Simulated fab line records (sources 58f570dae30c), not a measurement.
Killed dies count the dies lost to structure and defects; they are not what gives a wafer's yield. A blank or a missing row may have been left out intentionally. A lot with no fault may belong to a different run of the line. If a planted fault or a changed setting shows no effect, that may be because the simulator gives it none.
fab line records | flow berkeleyCmos170
record lots=14 | wafers=42 | lastDay=12
route steps=331 shown NWELL@18
lots untouched by any fault: they come from a run of this same line in which no faults occurred
startH: hours from the record's first day to the start of the lot's first wafer shown | waitH: time in hours since the lot's previous step | " as in the row above | L1.1+2: one row covering several wafers at once | - either no value or no given start | * or withheld: withheld | < > ~ a bound
route shown NAME@n: NAME is a module with steps in the file, n the number in the route of the first one | usual: the fault-free wafers' mean and standard deviation | same: alike in all rows | chamber/n: place in a boat | sites: per-site readings | _std_site: standard deviation of those values | _edge_site: inner sites' mean taken away from outer sites' mean | radiusMm: how far each site lies from the wafer's centre | mask NAME#n: copy n | behind: the most recent tool/chamber to have shaped the wafer | hold: cause of the lot's hold/its duration in hours/its outcome | device: the transistor (n, p or np) that didn't switch | end of line: tests run on the same wafers once the route is complete | for a step that has no rows: nothing shown but its recipe | killed: dies lost to structure and defects at the first sort, not the wafer's yield | map: the dies of a wafer, with x for killed, . for not killed, _ for no die there
set.NAME: the run value of the setting; set.NAME@STEP: its run value at that earlier step | model.NAME: the simulator's own value behind a step, which no gauge read
steps of the route over a sample of lots; a table a step, a row a wafer
services: a tool's chamber out of use, with start hour (startH, from the record's first day; less than 0 if before it), hours out, and reason
## steps
# step UCB170_NWELL_CVD_04
# recipe material=Si3N4 | targetThkNm=224 | tempC=800 | precursor=SiH2Cl2/NH3 | timeS=3360 | pressureMtorr=200 | sih2cl2FlowSccm=25 | nh3FlowSccm=75
# usual sih2cl2FlowSccm=25.02/0.068 | susceptorTempC=799.9/0.35 | zonePowerCentrePct=36.7/2.6
lot.wafer | tool     | chamber | startH | waitH | sih2cl2FlowSccm | susceptorTempC | zonePowerCentrePct
L645.2    | lpcvd-02 | 1       | 27.34  | 0.0   | 25.11           | 800.1          | 34.0
L645.3    | "        | 1       | "      | "     | 25.13           | 799.8          | 34.5
L645.4    | "        | 1       | "      | "     | 25.08           | 800.2          | 34.3
L646.2    | lpcvd-01 | 1       | 32.02  | 0.5   | 25.10           | 799.9          | 41.3
L646.4    | "        | 1       | "      | "     | 25.01           | 800.1          | 40.1
L646.6    | "        | 1       | "      | "     | 25.03           | 800.4          | 41.1
L647.1    | lpcvd-02 | 1       | 36.64  | 0.0   | 25.00           | 800.1          | 33.7
L647.3    | "        | 1       | "      | "     | 25.01           | 799.9          | 34.6
L647.5    | "        | 1       | "      | "     | 24.96           | 799.2          | 35.0
L648.1    | lpcvd-01 | 1       | 43.34  | 1.5   | 25.07           | 800.0          | 40.8
L648.4    | "        | 1       | "      | "     | 24.96           | 799.8          | 41.6
L648.6    | "        | 1       | "      | "     | 24.90           | 799.9          | 40.8
L649.4    | lpcvd-02 | 1       | 47.17  | 0.0   | 25.07           | 800.2          | 34.2
L649.5    | "        | 1       | "      | "     | 25.10           | 800.1          | 34.4
L649.6    | "        | 1       | "      | "     | 25.09           | 800.2          | 34.3
L651.2    | lpcvd-02 | 0       | 63.35  | 0.0   | 29.99           | 799.9          | 37.1
L651.4    | "        | 0       | "      | "     | 29.98           | 800.1          | 36.6
L651.6    | "        | 0       | "      | "     | 30.06           | 799.6          | 36.8
L652.1    | lpcvd-02 | 1       | 63.35  | 0.0   | 29.93           | 800.5          | 34.0
L652.3    | "        | 1       | "      | "     | 30.01           | 800.5          | 34.2
L652.5    | "        | 1       | "      | "     | 29.96           | 799.9          | 34.3
L653.3    | lpcvd-01 | 1       | 71.83  | 0.0   | 24.95           | 800.0          | 40.6
L653.4    | "        | 1       | "      | "     | 25.16           | 800.1          | 41.0
L653.5    | "        | 1       | "      | "     | 24.96           | 799.6          | 41.4
L663.3    | lpcvd-01 | 0       | 120.63 | 0.0   | 24.98           | 799.5          | 36.2
L663.4    | "        | 0       | "      | "     | 24.99           | 800.1          | 35.8
L663.6    | "        | 0       | "      | "     | 24.99           | 799.6          | 36.2
L664.3    | lpcvd-02 | 1       | 126.46 | 1.7   | 25.02           | 800.0          | 34.1
L664.4    | "        | 1       | "      | "     | 24.95           | 799.5          | 34.6
L664.6    | "        | 1       | "      | "     | 25.07           | 799.6          | 34.9
L665.3    | lpcvd-02 | 1       | 126.46 | 1.7   | 25.00           | 800.0          | 34.2
L665.5    | "        | 1       | "      | "     | 25.05           | 800.2          | 34.7
L665.6    | "        | 1       | "      | "     | 25.04           | 800.1          | 34.1
L666.2    | lpcvd-02 | 1       | 129.07 | 0.0   | 25.08           | 799.9          | 35.3
L666.4    | "        | 1       | "      | "     | 25.06           | 799.3          | 34.5
L666.5    | "        | 1       | "      | "     | 25.13           | 800.6          | 34.3
L667.1    | lpcvd-02 | 0       | 140.10 | 0.0   | 25.07           | 799.4          | 36.2
L667.2    | "        | 0       | "      | "     | 24.91           | 799.7          | 36.4
L667.6    | "        | 0       | "      | "     | 25.05           | 799.9          | 36.8
L668.1    | lpcvd-02 | 0       | 140.10 | 0.0   | 24.96           | 800.3          | 36.5
L668.4    | "        | 0       | "      | "     | 25.09           | 800.5          | 37.0
L668.6    | "        | 0       | "      | "     | 25.11           | 800.3          | 36.8
# step UCB170_NWELL_THK_MEAS_05
# recipe reads=Si3N4_of_NWELL_CVD_04
# usual NWELL_NITRIDE_THK=225.6/1.9
lot.wafer | tool         | chamber | startH | waitH | NWELL_NITRIDE_THK[nm]
L645.2    | filmMetro-04 | -       | 30.25  | 0.0   | 226.6
L645.3    | "            | -       | "      | "     | 225.0
L645.4    | "            | -       | "      | "     | 223.9
L646.2    | filmMetro-02 | -       | 33.96  | 0.0   | 222.3
L646.4    | "            | -       | "      | "     | 223.9
L646.6    | "            | -       | "      | "     | 222.2
L647.1    | filmMetro-04 | -       | 39.54  | 0.0   | 223.6
L647.3    | "            | -       | "      | "     | 224.3
L647.5    | "            | -       | "      | "     | 224.7
L648.1    | filmMetro-02 | -       | 45.27  | 0.0   | 225.1
L648.4    | "            | -       | "      | "     | 224.6
L648.6    | "            | -       | "      | "     | 224.1
L649.4    | filmMetro-04 | -       | 50.10  | 0.0   | 225.0
L649.5    | "            | -       | "      | "     | 225.9
L649.6    | "            | -       | "      | "     | 225.0
L652.1    | filmMetro-02 | -       | 65.29  | 0.0   | 239.3
L652.3    | "            | -       | "      | "     | 238.2
L652.5    | "            | -       | "      | "     | 238.1
L651.2    | filmMetro-01 | -       | 65.30  | 0.0   | 234.9
L651.4    | "            | -       | "      | "     | 234.5
L651.6    | "            | -       | "      | "     | 233.2
L653.3    | filmMetro-04 | -       | 74.75  | 0.0   | 225.5
L653.4    | "            | -       | "      | "     | 226.7
L653.5    | "            | -       | "      | "     | 228.2
L663.3    | filmMetro-01 | -       | 122.59 | 0.0   | 222.6
L663.4    | "            | -       | "      | "     | 223.4
L663.6    | "            | -       | "      | "     | 223.5
L664.3    | filmMetro-02 | -       | 128.41 | 0.0   | 230.4
L664.4    | "            | -       | "      | "     | 227.1
L664.6    | "            | -       | "      | "     | 229.2
L665.3    | filmMetro-04 | -       | 128.41 | 0.0   | 225.2
L665.5    | "            | -       | "      | "     | 226.6
L665.6    | "            | -       | "      | "     | 226.9
L666.2    | filmMetro-04 | -       | 131.02 | 0.0   | 230.5
L666.4    | "            | -       | "      | "     | 230.7
L666.5    | "            | -       | "      | "     | 230.8
L667.1    | filmMetro-04 | -       | 142.03 | 0.0   | 226.1
L667.2    | "            | -       | "      | "     | 226.5
L667.6    | "            | -       | "      | "     | 225.7
L668.1    | filmMetro-04 | -       | 142.09 | 0.1   | 223.4
L668.4    | "            | -       | "      | "     | 223.3
L668.6    | "            | -       | "      | "     | 225.1
## services
tool     | chamber | startH | hours | kind
lpcvd-01 | -       | 7.66   | 10.4  | repair
lpcvd-01 | -       | 42.03  | 0.8   | repair
## key
firstSign step=UCB170_NWELL_CVD_04 | reading=sih2cl2FlowSccm | direction=up | sigmas=73 | usual=25.02 | struck=29.99
effect step=UCB170_NWELL_THK_MEAS_05 | reading=NWELL_NITRIDE_THK | direction=up | sigmas=5.5 | usual=225.6 | struck=236.4
metAt UCB170_NWELL_CVD_04
struckLots L651,L652
sortLeftOut L651.2,L651.4,L651.6,L652.1,L652.3,L652.5
testerLeftOut L651,L652
onsetBetween 47.17 63.35
fault kind=processParameterDrift | tool=lpcvd-02 | chamber=- | onsetH=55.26 | steps=UCB170_NWELL_CVD_04 | channel=sih2cl2FlowSccm | offset=5 | shape=step | endH=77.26 | actsIn=theseRecipesOnly | stated=25
# testerLeftOut: of these lots the tester's yield and bins aren't shown, on N5 and GAA mostly nor the transistor test; their killed dies are dies lost to structure and defects alone, not to doping, threshold or leakage, so they don't give the yield
# sortLeftOut: the simulated sort isn't trusted on such a fault, so these wafers' sort isn't shown, and their yield isn't known
